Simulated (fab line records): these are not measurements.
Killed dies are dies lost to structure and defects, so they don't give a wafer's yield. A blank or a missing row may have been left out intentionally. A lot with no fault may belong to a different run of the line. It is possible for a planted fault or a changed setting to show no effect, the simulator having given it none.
Code-filled problem report in 8D (eight disciplines) form    flow berkeley-cmos170    the parts of the form that need people (team, actions taken, sign-off) are left out

## 1. PROBLEM STATEMENT
Wafers free of any fault read 2208 (standard deviation 11) for NLDD_TW at UCB170_NLDD_TW_MEAS_11, against a mean of 2068 on 6 wafers of 2 lots. That puts it -13 standard deviations away from the usual mean.
First observed at day 7 20:37: wafer L239.1, on film-metro-02. At this step, 42 wafers from 14 lots have a number in the record. By rule, "out" or "out of limits" means more than 4 standard deviations away from the usual mean. All remaining wafers that have a number are taken as sound.

## 2. WHAT IT IS AND WHAT IT IS NOT
question                     is                      is not
which readings at this step  NLDD_TW                 -
which lots                   L239, L243              L232, L233, L234, L235, L244, L245, L247, L248, L249, L250, L253, L255
which wafers of those lots   all that have a number  -
read on which gauges         film-metro-02           film-metro-01, film-metro-03
when                         from day 7 20:37        up to then (12 sound wafers); but 24 sound wafers of L244, L245, L247, L248, L249, L250, L253, L255 came after

## 3. WHAT RULES OUT EACH SUSPECT
Counting: any tool at a process step up to the reading is kept as a suspect provided that every lot that is out went through it and no sound lot did after the first of them.
- ruled out: the gauge at UCB170_NLDD_TW_MEAS_11. All the wafers that are out were read on film-metro-02, but those of them that UCB170_NLDD_IMPLANT_08 has rows for are out there too, on other tools.
- implanter-02 at UCB170_NLDD_IMPLANT_08: ruled out as a lasting fault. Following L239 (day 7 20:13), the first lot on it that is out, the sound lots L253 were run on it.
Left after counting: nothing in the record.

## 4. THE CAUSE (what the simulator had put in)
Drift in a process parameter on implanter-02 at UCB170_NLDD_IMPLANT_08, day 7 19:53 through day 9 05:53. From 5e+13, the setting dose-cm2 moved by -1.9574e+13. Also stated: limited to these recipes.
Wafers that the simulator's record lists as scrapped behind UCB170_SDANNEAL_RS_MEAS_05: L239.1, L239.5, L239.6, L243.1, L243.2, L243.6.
The count ruled it out by mistake, since the rule takes a fault to strike every lot its tool runs from the start of the fault on, and this one did not do so.

## 5. SEQUENCE OF EFFECTS, ordered by route
Each row: a reading where the mean over the struck wafers with a number is more than 3 standard deviations away from the usual. Only readings for which the record gives a usual standard deviation are gone through. hours: the time from each lot's start at the first step in this table that gives one to its start at this step, as a median over the lots. sigmas: the change in usual standard deviations.
hours  step                        reading             usual         on struck wafers  change  sigmas
0      UCB170_NLDD_IMPLANT_08      dose-ions-cm2       5e+13         3e+13             -2e+13  -99 or more
0      UCB170_NLDD_IMPLANT_08      faraday-current-uA  158.6         97.1              -61.5   -21
0      UCB170_NLDD_TW_MEAS_11      NLDD_TW             2208          2068              -140    -13
13     UCB170_SDANNEAL_RS_MEAS_05  NLDD_RS             616.2 ohm/sq  714.1             +97.9   +61
It contains these process steps:
- UCB170_NLDD_IMPLANT_08

## 6. HOW IT WOULD HAVE BEEN CAUGHT EARLIER
In this record the first reading out of limits at a measuring or inspecting step was taken at day 7 20:37, 1 hour after the fault began at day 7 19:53.
The tool's own readings at UCB170_NLDD_IMPLANT_08 were out on every struck wafer that the step has a row for (dose-ions-cm2, faraday-current-uA): an alarm limit on them would have fired on the first of those.
